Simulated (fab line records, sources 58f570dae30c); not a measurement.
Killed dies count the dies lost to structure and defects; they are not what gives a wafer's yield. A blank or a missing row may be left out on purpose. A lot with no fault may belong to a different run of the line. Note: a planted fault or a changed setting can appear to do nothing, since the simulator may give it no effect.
Comparing a struck lot with a sound one    flow berkeley_cmos170    24 out of 331 route steps
Sound: wafers L319.1, L319.2, L319.4. Struck: wafers L337.1, L337.2, L337.4. The cause is named last.
For every step that has rows: the tool of each side, followed by ch and its chambers, followed by its first start. Under that, the readings that differ: sound wafers    struck wafers    difference of the means    sigmas: that difference in standard deviations of wafers without a fault.
alike: same words and numbers on both sides, and readings whose means sit less than 2 such deviations apart. not compared: any withheld reading, any reading some wafer has no value for, any bound like >300 that may hide the same value, and any number with overlapping values for which the record gives no deviation.
The two part at a step that has a row with sigmas, a row that says differs or no value, or rows on one side only. When numbers do not overlap yet have no deviation, they are printed without sigmas and do not part them. A reading missing from all wafers of one side parts the sides only when that side holds two or more wafers.

first, 6 steps without rows for these wafers: UCB170_ZERO_HMDS_00 (prime time 60 s); UCB170_ZERO_COAT_01 (resist thk 900 nm); UCB170_ZERO_SOFTBAKE_02 (time 60 s); UCB170_ZERO_EXPOSE_03 (exposes mask PM MARKS, target cd 4000 nm); UCB170_ZERO_PEB_04; UCB170_ZERO_DEVELOP_05 (develop time 45 s).
UCB170_ZERO_ETCH_06: etches SiO2 in CHF3/CF4/Ar, time 12 s.
  sound on rie_diel-02 ch 0,2,3, day 1 19:10; struck on rie_diel-04 ch 0,1,3, day 5 17:18
  alike: cf4_flow_sccm, drypump_motor_current_A, oes_product_au, rf_fwd_power_W, throttle_valve_pct
  not compared: rf_hours_counter_h
UCB170_ZERO_STRIP_07: strips in O2.
  sound on plasma_asher-04 ch 0,1, day 1 19:11; struck on plasma_asher-04 ch 0,1, day 5 17:20
  alike: drypump_motor_current_A, oes_product_au, strip_time_to_endpoint_s
  not compared: rf_hours_counter_h
then, 2 steps without rows for these wafers: UCB170_NWELL_WET_ETCH_00 (etches SiO2 in dHF, time 200 s); UCB170_NWELL_OXIDATION_01 (target thk 26.4 nm, ox time 1260 s).
UCB170_NWELL_THK_MEAS_02:
  sound on film_metro-01 at day 2 00:19; struck on film_metro-01 at day 5 19:50
  alike: NWELL_OXIDE_THK
then, 1 step without rows for these wafers: UCB170_NWELL_ANNEAL_03 (time 900 s).
UCB170_NWELL_CVD_04: deposits Si3N4 from SiH2Cl2/NH3, target thk 224 nm, time 3360 s.
  sound on lpcvd-02 ch 1, day 2 02:59; struck on lpcvd-02 ch 0, day 6 00:55
reading              sound        struck       difference  sigmas
spike_tc_load_C (C)  830 830 830  823 824 823  -7          -2
UCB170_NWELL_THK_MEAS_05:
  sound on film_metro-01 at day 2 04:55; struck on film_metro-04 at day 6 02:51
reading                 sound              struck             difference  sigmas
NWELL_NITRIDE_THK (nm)  224.7 223.6 225.4  181.4 180.4 180.9  -43.7       -21
then, 6 steps without rows for these wafers: UCB170_NWELL_HMDS_06 (prime time 60 s); UCB170_NWELL_COAT_07 (resist thk 900 nm); UCB170_NWELL_SOFTBAKE_08 (time 60 s); UCB170_NWELL_EXPOSE_09 (exposes mask NWELL, target cd 3000 nm); UCB170_NWELL_PEB_10; UCB170_NWELL_DEVELOP_11 (develop time 45 s).
UCB170_NWELL_OVL_MEAS_12:
  sound on overlay-01 at day 2 06:14; struck on overlay-01 at day 6 04:23
reading         sound   struck     difference  sigmas
NWELL_OVL (nm)  11 2 4  -17 -9 -2  -15         -3
UCB170_NWELL_ETCH_13: etches Si3N4 in CH3F/Ar/O2, stops on SiO2, target depth 246.4 nm, time 154 s.
  sound on rie_diel-03 ch 1,2,3, day 2 06:16; struck on rie_diel-03 ch 1,2,3, day 6 04:25
reading                sound              struck             difference  sigmas
oes_product_au (a.u.)  0.956 0.935 0.979  0.834 0.840 0.849  -0.116      -11
  alike: drypump_motor_current_A, rf_fwd_power_W, throttle_valve_pct
  not compared: rf_hours_counter_h
then, 2 steps without rows for these wafers: UCB170_NWELL_IMPLANT_14; UCB170_M3_PROBE_99.

== WHERE THEY PART ==
Last at UCB170_NWELL_ETCH_13 as far as this record goes, first at UCB170_NWELL_CVD_04.

WHY: what had been put in by the simulator
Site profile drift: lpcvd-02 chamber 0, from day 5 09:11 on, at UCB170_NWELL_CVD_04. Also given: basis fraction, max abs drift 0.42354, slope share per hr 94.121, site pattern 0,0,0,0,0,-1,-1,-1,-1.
